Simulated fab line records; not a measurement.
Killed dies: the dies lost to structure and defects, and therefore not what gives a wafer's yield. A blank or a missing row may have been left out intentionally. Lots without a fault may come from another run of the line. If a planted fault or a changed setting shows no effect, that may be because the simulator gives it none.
Tool commonality check -- flow berkeley-cmos170 -- Lots sampled 15, wafers sampled 45

WHY THIS WAS OPENED
3 of 15 lots carry a flag on the reading NLDD_TW at UCB170_NLDD_TW_MEAS_11. No-fault wafers: 2233, standard deviation 19.
Rule: flag the lot when none of its wafers has a number, or when each of its wafers that has one lies beyond 4 standard deviations from that mean. The other lots count as sound.

lot,measured,on,"NLDD_TW, wafer by wafer",flag
L183,day 8 05:59,film-metro-03,2199 2192 2195,
L184,day 8 15:59,film-metro-04,2248 2247 2258,
L185,day 8 16:14,film-metro-03,2206 2209 2198,
L186,day 9 04:25,film-metro-01,2235 2240 2233,
L192,day 9 21:07,film-metro-03,2103 2115 2106,FLAGGED
L190,day 9 21:52,film-metro-03,2096 2099 2096,FLAGGED
L189,day 9 23:58,film-metro-04,2155 2153 2142,FLAGGED
L194,day 10 11:34,film-metro-01,2226 2228 2213,
L197,day 11 01:33,film-metro-04,2240 2234 2240,
L198,day 11 02:19,film-metro-03,2204 2215 2210,
L200,day 11 02:22,film-metro-04,2248 2251 2256,
L202,day 11 11:17,film-metro-04,2255 2242 2252,
L204,day 12 00:24,film-metro-04,2264 2253 2260,
L203,day 12 00:40,film-metro-01,2242 2230 2234,
L205,day 12 14:32,film-metro-01,2247 2244 2255,
Average over the flagged lots: 2118; offset from the usual -115, equal to -6 standard deviations.

WHICH TOOL RAN EACH LOT
The record keeps 1 process step preceding the reading, out of 331 steps on the route. Read each cell as the tool, then ch plus the chambers that the sampled wafers visited, then the start.
lot,flag,UCB170_NLDD_IMPLANT_08
L183,,"implanter-02 ch 0, day 8 05:35"
L184,,"implanter-03 ch 0, day 8 15:35"
L185,,"implanter-02 ch 0, day 8 15:51"
L186,,"implanter-02 ch 0, day 9 04:02"
L192,FLAGGED,"implanter-03 ch 0, day 9 20:43"
L190,FLAGGED,"implanter-03 ch 0, day 9 21:28"
L189,FLAGGED,"implanter-03 ch 0, day 9 23:34"
L194,,"implanter-04 ch 0, day 10 11:10"
L197,,"implanter-02 ch 0, day 11 01:11"
L198,,"implanter-04 ch 0, day 11 01:56"
L200,,"implanter-02 ch 0, day 11 01:58"
L202,,"implanter-04 ch 0, day 11 10:55"
L204,,"implanter-02 ch 0, day 12 00:00"
L203,,"implanter-04 ch 0, day 12 00:17"
L205,,"implanter-04 ch 0, day 12 14:10"
What the steps here do:
- UCB170_NLDD_IMPLANT_08
- UCB170_NLDD_TW_MEAS_11

FLAGGED OVER TOTAL, TOOL BY TOOL (the gauges that took the reading come last)
step,tool,lots run,flagged,share of the flagged lots,sound lots run after its first flagged lot
UCB170_NLDD_IMPLANT_08,implanter-02,6,0,none,-
UCB170_NLDD_IMPLANT_08,implanter-03,4,3,all,0
UCB170_NLDD_IMPLANT_08,implanter-04,5,0,none,-
UCB170_NLDD_TW_MEAS_11,film-metro-01,4,0,none,-
UCB170_NLDD_TW_MEAS_11,film-metro-03,5,2,some,1 (L198)
UCB170_NLDD_TW_MEAS_11,film-metro-04,6,1,some,"4 (L197,L200,L202,L204)"

WHAT THE TABLE ALLOWS
Rows of the table that ran each flagged lot: 1, that is implanter-03 at UCB170_NLDD_IMPLANT_08.
- implanter-03 at UCB170_NLDD_IMPLANT_08 ran 4 lots, 3 of them flagged. A fault beginning between L184 (day 8 15:35), its last sound lot, and L192 (day 9 20:43), its first flagged one, fits the data. Its own readings lie more than 4 standard deviations out on every wafer of the flagged lots: dose-ions-cm2, faraday-current-uA.
implanter-03 at UCB170_NLDD_IMPLANT_08 is the single tool remaining.

WHAT THE SIMULATOR HAD INSERTED
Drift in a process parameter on implanter-03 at UCB170_NLDD_IMPLANT_08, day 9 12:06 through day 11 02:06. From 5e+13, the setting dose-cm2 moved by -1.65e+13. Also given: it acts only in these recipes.
Struck lots among those shown: L192, L190, L189. The same result came from the rule above.
